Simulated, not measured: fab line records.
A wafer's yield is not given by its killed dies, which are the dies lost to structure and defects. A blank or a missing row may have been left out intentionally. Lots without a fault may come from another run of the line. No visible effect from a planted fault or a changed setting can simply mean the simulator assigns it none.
Code-filled problem report in 8D (eight disciplines) form	flow berkeley_cmos170	the parts of the form that need people (team, actions taken, sign-off) are left out

## 1. THE PROBLEM
A mean of 185.8 s is read at UCB170_ACTIVE_ETCH_15 for run_length_s, taken on 1 wafer of 1 lot, against 179.3 s (standard deviation 0.41) on wafers free of any fault. Measured from the usual mean, that is +16 standard deviations.
The step: etches Si3N4 in CH3F/Ar/O2, stops on SiO2, target depth 242 nm, time 151 s.
The first sign was on wafer L898.5 at day 7 21:01, on rie_diel-02. Wafers with a number at this step in the record: 39, from 13 lots. By rule, "out" or "out of limits" means more than 4 standard deviations away from the usual mean. The rest of the wafers with a number are treated as sound.

## 2. WHAT THIS IS AND IS NOT
question	is	is not
which readings at this step	run_length_s	drypump_motor_current_A, mfc_ar_sccm, throttle_valve_pct
which lots	L898	L884, L885, L886, L887, L888, L889, L891, L892, L895, L904, L906, L907
which wafers of those lots	L898.5	L898.2, L898.3
read on which tools	rie_diel-02	rie_diel-01, rie_diel-04
when	from day 7 21:01	up to then (29 sound wafers); but 9 sound wafers of L904, L906, L907 came after

## 3. SUSPECTS, AND WHAT RULES EACH OUT
Counting: if a tool at a process step up to the reading ran every lot that is out, it stays a suspect. Sound lots after the first of them don't rule it out here, since some wafers of a struck lot are sound.
- rie_diel-02 at UCB170_ACTIVE_ETCH_15 (etches Si3N4 in CH3F/Ar/O2, stops on SiO2, target depth 242 nm, time 151 s): kept. L898, the lot that is out, went through it at day 7 21:01; up to then, the latest sound lot through it was L887 at day 5 12:43. On those wafers its own readings are out: run_length_s.
- rie_diel-02, UCB170_ACTIVE_ETCH_15: wafers that are out in chamber 2, sound lot-mates in chambers 1, 3.
Remaining after the count: rie_diel-02 at UCB170_ACTIVE_ETCH_15.

## 4. THE CAUSE (what the simulator had put in)
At UCB170_ACTIVE_ETCH_15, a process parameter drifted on rie_diel-02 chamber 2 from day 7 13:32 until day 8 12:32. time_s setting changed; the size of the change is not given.
After counting, this tool was the only one left.

## 5. THE EFFECT CHAIN, in route order
Each row: a reading where the mean over the struck wafers with a number is more than 3 standard deviations away from the usual. Only readings for which the record gives a usual standard deviation are gone through. hours: the time from each lot's start at the first step in this table that gives one to its start at this step, as a median over the lots. sigmas: the change in usual standard deviations.
hours	step	reading	usual	on struck wafers	change	sigmas
0	UCB170_ACTIVE_ETCH_15	run_length_s	179.3 s	185.8	+6.5	+16
The process steps in it:
- UCB170_ACTIVE_ETCH_15: etches Si3N4 in CH3F/Ar/O2, stops on SiO2, target depth 242 nm, time 151 s.

## 6. HOW IT WOULD HAVE BEEN CAUGHT EARLIER
In this record no reading fell out of limits until day 7 21:01, 7 hours after the fault had begun at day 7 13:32.
